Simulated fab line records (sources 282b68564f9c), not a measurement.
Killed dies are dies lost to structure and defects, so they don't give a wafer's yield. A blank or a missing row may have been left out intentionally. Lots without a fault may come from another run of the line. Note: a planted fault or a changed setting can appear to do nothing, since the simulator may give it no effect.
A struck lot beside a sound one -- flow rit_cmos -- 19 out of 202 route steps
Sound: wafers L399.4, L399.5, L399.6. The struck wafers were L411.2, L411.3, L411.6. At the end, the cause is stated.
Per side, at each step with rows, come the tool, then ch with its chambers, and then its first start. Under that, the readings that differ: sound wafers -- struck wafers -- difference of the means -- sigmas: that difference in standard deviations of wafers without a fault.
alike: readings with means less than 2 such deviations apart, plus words and numbers identical on both sides. not compared: withheld readings, readings lacking a value on some wafer, bounds such as >300 that could conceal the same value, and numbers that have no deviation in the record and whose values overlap.
Wherever a step has rows on one side only, a row that says differs or no value, or a row with sigmas, the two part there. When numbers do not overlap yet have no deviation, they are printed without sigmas and do not part them. A reading that every wafer of one side lacks parts them only if that side has two wafers or more.

first, 1 step without rows for these wafers: RIT_CONTACT_HARDBAKE_10 (time 60 s).
RIT_CONTACT_ETCH_11: etches SiO2 in CHF3/CF4/Ar, stops on TiSi2, target depth 480 nm, time 320 s.
  sound on rie_diel-02 ch 1,2,3, day 3 19:04; struck on rie_diel-02 ch 0,3, day 6 06:52
  alike: drypump_motor_current_A, oes_product_au, throttle_valve_pct
  not compared: rf_hours_counter_h
RIT_CONTACT_STRIP_12: strips in O2, time 180 s.
  sound on plasma_asher-02 ch 0,1, day 3 19:19; struck on plasma_asher-03 ch 0,1, day 6 07:03
  alike: drypump_motor_current_A
  not compared: rf_hours_counter_h
RIT_CONTACT_CD_MEAS_90: target cd 1000 nm.
  sound: cd_sem-01 at day 3 19:30; struck: cd_sem-02 at day 6 07:15
  alike: cd_nm
then, 2 steps without rows for these wafers: RIT_CONTACT_CLEAN_13 (cleans in SC1, time 600 s); RIT_CONTACT_CLEAN_14 (cleans in SC2, time 600 s).
RIT_M1_SPUTTER_00: material Al, target thk 400 nm, time 500 s.
  sound: pvd_sputter-02 at day 3 19:55; struck: pvd_sputter-02 at day 6 07:42
  alike: substrate_temp_c, throttle_valve_pct
RIT_M1_RS_MEAS_01: measures by four-point-probe.
  sound: film_metro-03 at day 3 20:17; struck: film_metro-01 at day 6 08:01
  alike: M1_AL_RS
RIT_M1_THK_MEAS_02: measures by xrf.
  sound: film_metro-03 at day 3 20:22; struck: film_metro-01 at day 6 08:07
  alike: M1_AL_THK
then, 3 steps without rows for these wafers: RIT_M1_HMDS_03 (prime time 60 s); RIT_M1_COAT_04 (resist thk 1312 nm); RIT_M1_SOFTBAKE_05 (time 60 s).
RIT_M1_EXPOSE_06: exposes mask M12, target cd 2600 nm.
  sound on iline_stepper-01 ch 0, day 3 21:02; struck on iline_stepper-01 ch 0, day 6 08:38
reading,sound,struck,difference,sigmas
model.M1.overlay_x_nm (nm),0.2823 0.2823 0.2823,811.4 811.4 811.4,+811.1,
  alike: mask
then, 2 steps without rows for these wafers: RIT_M1_PEB_07; RIT_M1_DEVELOP_08 (develop time 68 s).
RIT_M1_CD_MEAS_09: target cd 2600 nm.
  sound: cd_sem-02 at day 3 21:28; struck: cd_sem-02 at day 6 09:04
  alike: cd_nm
RIT_M1_OVL_MEAS_10:
  sound: overlay-02 at day 3 21:32; struck: overlay-02 at day 6 09:11
reading,sound,struck,difference,sigmas
M1_OVL (nm),0.0 -0.6 -1.4,807.7 809.8 810.1,+809.9,+99 or more
then, 1 step without rows for these wafers: RIT_M1_HARDBAKE_11 (time 120 s).
RIT_M1_PROBE_99:
  sound: prober-02 at day 4 00:14; struck: prober-02 at day 6 11:46
reading,sound,struck,difference,sigmas
defect_limited_yield (%),94.7 95.8 95.1,98.9 97.0 97.7,+2.7,+2
killed_at_front_end,14 10 13,3 8 6,-7,-2
killed_dies,14 11 13,3 8 6,-7,-2
killed_on_rim,4 3 4,0 1 0,-3,-3
killed_open,5 6 11,0 5 3,-5,-2
model.etest.tester.sort_n_pass,250 253 251,0 0 0,-251,
model.etest.tester.sort_bin_3_pct (%),0.7576 0 0,99.62 96.97 97.73,+97.85,
model.etest.tester.sort_yield_pct (%),94.7 95.83 95.08,0 0 0,-95,
model.etest.nmos_0p15.over_limit,0 0 0,1 1 1,+1,
model.etest.select_edge_diode_n.over_limit,0 0 0,1 1 1,+1,
model.etest.diode_pplus_comb.short,0 0 0,1 1 1,+1,
model.etest.pmos_turned.short,0 0 0,1 1 1,+1,
model.etest.ring.over_limit,0 0 0,1 1 1,+1,
  alike: killed_at_contacts, killed_short

== WHERE THEY PART ==
At RIT_M1_OVL_MEAS_10 first; at RIT_M1_PROBE_99 last (within this record only).

WHY: what the simulator had put in
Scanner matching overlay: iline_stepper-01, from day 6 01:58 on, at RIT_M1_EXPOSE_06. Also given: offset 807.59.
